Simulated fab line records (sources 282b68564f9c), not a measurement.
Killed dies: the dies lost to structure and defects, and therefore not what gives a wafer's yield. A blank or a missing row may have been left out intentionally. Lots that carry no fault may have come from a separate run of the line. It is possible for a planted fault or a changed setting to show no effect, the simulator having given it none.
Tool commonality check :: flow rit-cmos :: Lots sampled 14, wafers sampled 42

REASON IT WAS OPENED
At RIT_ACTIVE_THK_MEAS_04 the reading ACTIVE_NITRIDE_THK is flagged on 2 of 14 lots. No-fault wafers: 149.9 nm, standard deviation 1.5.
Rule: a lot gets a flag if all its wafers with a number sit over 4 standard deviations from that mean, or if no wafer of it has a number. The other lots count as sound.

lot: L470
measured: day 1 15:03
on: film-metro-04
ACTIVE_NITRIDE_THK (nm), wafer by wafer: 151.1 151.0 150.3
flag: 

lot: L472
measured: day 1 23:32
on: film-metro-04
ACTIVE_NITRIDE_THK (nm), wafer by wafer: 148.7 148.0 150.1
flag: 

lot: L473
measured: day 2 05:38
on: film-metro-01
ACTIVE_NITRIDE_THK (nm), wafer by wafer: 150.2 151.2 148.5
flag: 

lot: L474
measured: day 2 12:55
on: film-metro-01
ACTIVE_NITRIDE_THK (nm), wafer by wafer: 151.5 150.8 151.8
flag: 

lot: L475
measured: day 2 18:01
on: film-metro-04
ACTIVE_NITRIDE_THK (nm), wafer by wafer: 150.3 149.7 149.4
flag: 

lot: L477
measured: day 3 01:41
on: film-metro-04
ACTIVE_NITRIDE_THK (nm), wafer by wafer: 151.8 153.1 152.2
flag: 

lot: L480
measured: day 3 15:37
on: film-metro-02
ACTIVE_NITRIDE_THK (nm), wafer by wafer: 195.4 194.9 193.8
flag: FLAGGED

lot: L481
measured: day 3 21:19
on: film-metro-01
ACTIVE_NITRIDE_THK (nm), wafer by wafer: 149.7 148.8 150.2
flag: 

lot: L482
measured: day 4 01:32
on: film-metro-02
ACTIVE_NITRIDE_THK (nm), wafer by wafer: 192.8 193.6 192.6
flag: FLAGGED

lot: L487
measured: day 5 02:32
on: film-metro-01
ACTIVE_NITRIDE_THK (nm), wafer by wafer: 149.4 150.3 150.5
flag: 

lot: L488
measured: day 5 07:32
on: film-metro-02
ACTIVE_NITRIDE_THK (nm), wafer by wafer: 146.2 146.6 146.8
flag: 

lot: L491
measured: day 5 23:14
on: film-metro-02
ACTIVE_NITRIDE_THK (nm), wafer by wafer: 152.6 150.8 151.3
flag: 

lot: L492
measured: day 6 04:31
on: film-metro-04
ACTIVE_NITRIDE_THK (nm), wafer by wafer: 149.5 150.3 149.7
flag: 

lot: L493
measured: day 6 09:27
on: film-metro-04
ACTIVE_NITRIDE_THK (nm), wafer by wafer: 147.9 148.9 148.5
flag: 
The mean of the flagged lots' numbers is 193.8 nm, +43.9 nm from the usual (+29 standard deviations).

TOOL THAT RAN EACH LOT
The record holds 1 process step before the reading, out of a route of 202 steps. In each cell: the tool, then ch and the chambers that the sampled wafers went through, then the start.
lot: L470
flag: 
RIT_ACTIVE_CVD_03: lpcvd-01 ch 0, day 1 13:36

lot: L472
flag: 
RIT_ACTIVE_CVD_03: lpcvd-02 ch 1, day 1 22:07

lot: L473
flag: 
RIT_ACTIVE_CVD_03: lpcvd-01 ch 0, day 2 04:12

lot: L474
flag: 
RIT_ACTIVE_CVD_03: lpcvd-02 ch 1, day 2 11:29

lot: L475
flag: 
RIT_ACTIVE_CVD_03: lpcvd-01 ch 0, day 2 16:35

lot: L477
flag: 
RIT_ACTIVE_CVD_03: lpcvd-01 ch 0, day 3 00:15

lot: L480
flag: FLAGGED
RIT_ACTIVE_CVD_03: lpcvd-01 ch 1, day 3 14:11

lot: L481
flag: 
RIT_ACTIVE_CVD_03: lpcvd-02 ch 1, day 3 19:11

lot: L482
flag: FLAGGED
RIT_ACTIVE_CVD_03: lpcvd-01 ch 1, day 4 00:07

lot: L487
flag: 
RIT_ACTIVE_CVD_03: lpcvd-02 ch 0, day 5 01:07

lot: L488
flag: 
RIT_ACTIVE_CVD_03: lpcvd-02 ch 1, day 5 06:07

lot: L491
flag: 
RIT_ACTIVE_CVD_03: lpcvd-02 ch 0, day 5 21:48

lot: L492
flag: 
RIT_ACTIVE_CVD_03: lpcvd-02 ch 1, day 6 03:05

lot: L493
flag: 
RIT_ACTIVE_CVD_03: lpcvd-02 ch 0, day 6 08:02
What is done by these steps:
- RIT_ACTIVE_CVD_03: deposits Si3N4 from SiH2Cl2/NH3, target thk 150 nm, time 1500 s.
- RIT_ACTIVE_THK_MEAS_04

FLAGGED AGAINST TOTAL, ONE TOOL AT A TIME (gauges that did the reading follow at the end)
step: RIT_ACTIVE_CVD_03
tool: lpcvd-01
lots run: 6
flagged: 2
share of the flagged lots: all
sound lots run after its first flagged lot: 0

step: RIT_ACTIVE_CVD_03
tool: lpcvd-02
lots run: 8
flagged: 0
share of the flagged lots: none
sound lots run after its first flagged lot: -

step: RIT_ACTIVE_THK_MEAS_04
tool: film-metro-01
lots run: 4
flagged: 0
share of the flagged lots: none
sound lots run after its first flagged lot: -

step: RIT_ACTIVE_THK_MEAS_04
tool: film-metro-02
lots run: 4
flagged: 2
share of the flagged lots: all
sound lots run after its first flagged lot: 2 (L488,L491)

step: RIT_ACTIVE_THK_MEAS_04
tool: film-metro-04
lots run: 6
flagged: 0
share of the flagged lots: none
sound lots run after its first flagged lot: -

WHAT THE TABLE PERMITS
2 rows of the table ran every flagged lot: lpcvd-01 at RIT_ACTIVE_CVD_03, film-metro-02 at RIT_ACTIVE_THK_MEAS_04.
- lpcvd-01 at RIT_ACTIVE_CVD_03 ran 6 lots, 2 of them flagged. Last sound lot L477 at day 3 00:15, first flagged lot L480 at day 3 14:11; a fault beginning in between fits. Its own readings lie more than 4 standard deviations out on every wafer of the flagged lots: spike-tc-centre-C, spike-tc-load-C, spike-tc-source-C, susceptor-temp-C.
- film-metro-02 at RIT_ACTIVE_THK_MEAS_04 ran 4 lots, 2 of them flagged. After the first flagged lot (L488, L491), sound lots still ran on it; a lasting fault on the whole tool would not permit that.
Left over: one tool, lpcvd-01 at RIT_ACTIVE_CVD_03.

WHAT THE SIMULATOR HAD INSERTED
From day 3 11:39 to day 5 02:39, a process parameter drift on lpcvd-01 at RIT_ACTIVE_CVD_03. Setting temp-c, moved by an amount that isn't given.
Shown lots that were struck: L480, L482. The same result came from the rule above.
